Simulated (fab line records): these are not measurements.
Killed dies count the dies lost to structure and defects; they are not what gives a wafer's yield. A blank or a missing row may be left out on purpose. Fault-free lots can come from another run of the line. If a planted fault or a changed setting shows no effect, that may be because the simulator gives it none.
Problem report in the 8D (eight disciplines) form, filled by code :: flow rit-cmos :: the parts of the form that need people (team, actions taken, sign-off) are left out

## 1. PROBLEM STATEMENT
On 3 wafers of 1 lot, developer-temp-C at RIT_M1_DEVELOP_08 has a mean of 25.27 C; fault-free wafers read 23.05 C, standard deviation 0.11. Measured from the usual mean, that is +20 standard deviations.
The step: develop time 68 s.
Earliest sighting: wafer L172.1 on litho-track-04 at day 6 07:00. Wafers with a number at this step in the record: 39, from 13 lots. Rule for "out", or "out of limits": more than 4 standard deviations from the usual mean. All remaining wafers that have a number are taken as sound.

## 2. WHAT IT IS, WHAT IT ISN'T
question: which readings at this step
is: developer-temp-C
is not: -

question: which lots
is: L172
is not: L158, L160, L161, L164, L166, L167, L168, L170, L176, L177, L179, L180

question: which wafers of those lots
is: all that have a number
is not: -

question: read on which tools
is: litho-track-04
is not: litho-track-02, litho-track-03

question: when
is: from day 6 07:00
is not: up to then (24 sound wafers); but 12 sound wafers of L176, L177, L179, L180 came after

## 3. THE SUSPECTS, EACH WITH WHAT RULES IT OUT
Counting: a tool at a process step up to the reading stays a suspect if it ran every lot that is out and no sound lot after the first of them.
- plasma-asher-04 at RIT_ACTIVE_STRIP_14 (strips in O2, time 180 s): ruled out as a lasting fault. After its first lot that is out, L172 (day 4 14:15), sound lots L177 ran on it.
- litho-track-04 at RIT_M1_DEVELOP_08 (develop time 68 s): kept. It ran the lot that is out, L172 (day 6 07:00), and no sound lot after that; its last sound lot up to then is L170 (day 5 19:00). Out on those wafers are its own readings of developer-temp-C.
Remaining after the count: litho-track-04 at RIT_M1_DEVELOP_08.

## 4. THE CAUSE (what the simulator had put in)
Process parameter drift: litho-track-04, from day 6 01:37 on, at RIT_M1_DEVELOP_08. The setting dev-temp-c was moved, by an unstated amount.
Counting left only this tool.

## 5. THE CHAIN OF EFFECTS, in route order
One row per reading whose mean, taken over the struck wafers that have a number, lies over 3 standard deviations from the usual. Only readings for which the record gives a usual standard deviation are gone through. hours: the time from each lot's start at the first step in this table that gives one to its start at this step, as a median over the lots. sigmas: the change in usual standard deviations.
hours: 0
step: RIT_M1_DEVELOP_08
reading: developer-temp-C
usual: 23.05 C
on struck wafers: 25.27
change: +2.22
sigmas: +20
It contains these process steps:
- RIT_M1_DEVELOP_08: develop time 68 s.
At these later measuring or inspecting steps, every struck wafer for which the step has a row has a number for every such reading, and none has moved that far: RIT_M1_CD_MEAS_09.

## 6. HOW IT WOULD HAVE BEEN CAUGHT EARLIER
The fault began at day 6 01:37; the first out-of-limits reading in this record came at day 6 07:00, 5 hours later.
